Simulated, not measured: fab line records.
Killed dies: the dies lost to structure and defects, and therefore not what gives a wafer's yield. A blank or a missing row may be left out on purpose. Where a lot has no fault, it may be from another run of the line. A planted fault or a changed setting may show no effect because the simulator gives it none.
8D (eight disciplines) problem report, filled in by code    flow berkeleyCmos170    the parts of the form that need people (team, actions taken, sign-off) are left out

1. PROBLEM STATEMENT
Wafers without a fault read 100.01 C, standard deviation 0.14; primeTempC at UCB170_CONTACT_HMDS_03 reads a mean of 101.29 C on 6 wafers belonging to 2 lots. That is +9.1 standard deviations from the usual mean.
The step: prime time 60 s.
The first sign was on wafer L322.1 at day 10 21:55, on lithoTrack-03. Wafers with a number at this step in the record: 39, from 13 lots. By rule, "out" or "out of limits" means more than 4 standard deviations away from the usual mean. All remaining wafers that have a number are taken as sound.

2. WHAT IT IS; WHAT IT IS NOT
question                     is                      is not
which readings at this step  primeTempC              -
which lots                   L322, L324              L311, L312, L313, L314, L315, L316, L317, L318, L319, L321, L327
which wafers of those lots   all that have a number  -
read on which tools          lithoTrack-03           lithoTrack-01, lithoTrack-02
when                         from day 10 21:55       up to then (30 sound wafers); but 3 sound wafers of L327 came after

3. THE SUSPECTS, EACH WITH WHAT RULES IT OUT
Counting: a tool at any process step up to the reading remains a suspect when it ran all the lots that are out and ran no sound lot after the first of those.
- lithoTrack-03 at UCB170_CONTACT_HMDS_03 (prime time 60 s): kept. It ran every lot that is out, first L322 (day 10 21:55), and no sound lot after that; its last sound lot up to then is L319 (day 10 20:14). On those wafers its own readings are out: primeTempC.
After counting, what remains is lithoTrack-03 at UCB170_CONTACT_HMDS_03.

4. THE CAUSE (what the simulator had put in)
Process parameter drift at UCB170_CONTACT_HMDS_03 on lithoTrack-03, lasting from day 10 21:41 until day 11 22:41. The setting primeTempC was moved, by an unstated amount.
Counting left only this tool.

5. THE EFFECT CHAIN, in route order
One row per reading whose mean, taken over the struck wafers that have a number, lies over 3 standard deviations from the usual. Readings are gone through only where the record gives a usual standard deviation; hours: the median, over the lots, of the time from a lot's start at the first step in this table giving one to that lot's start at this step; sigmas: the change measured in usual standard deviations.
hours  step                    reading     usual     on struck wafers  change  sigmas
0      UCB170_CONTACT_HMDS_03  primeTempC  100.01 C  101.29            +1.28   +9.1
It contains these process steps:
- UCB170_CONTACT_HMDS_03: prime time 60 s.
Later steps that measure or inspect, where all struck wafers having a row at the step show a number for every such reading and not one has moved that far: UCB170_CONTACT_CD_MEAS_90.

6. WHAT WOULD HAVE CAUGHT IT SOONER
In this record the first reading out of limits was taken at day 10 21:55, 0 hours after the fault began at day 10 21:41.
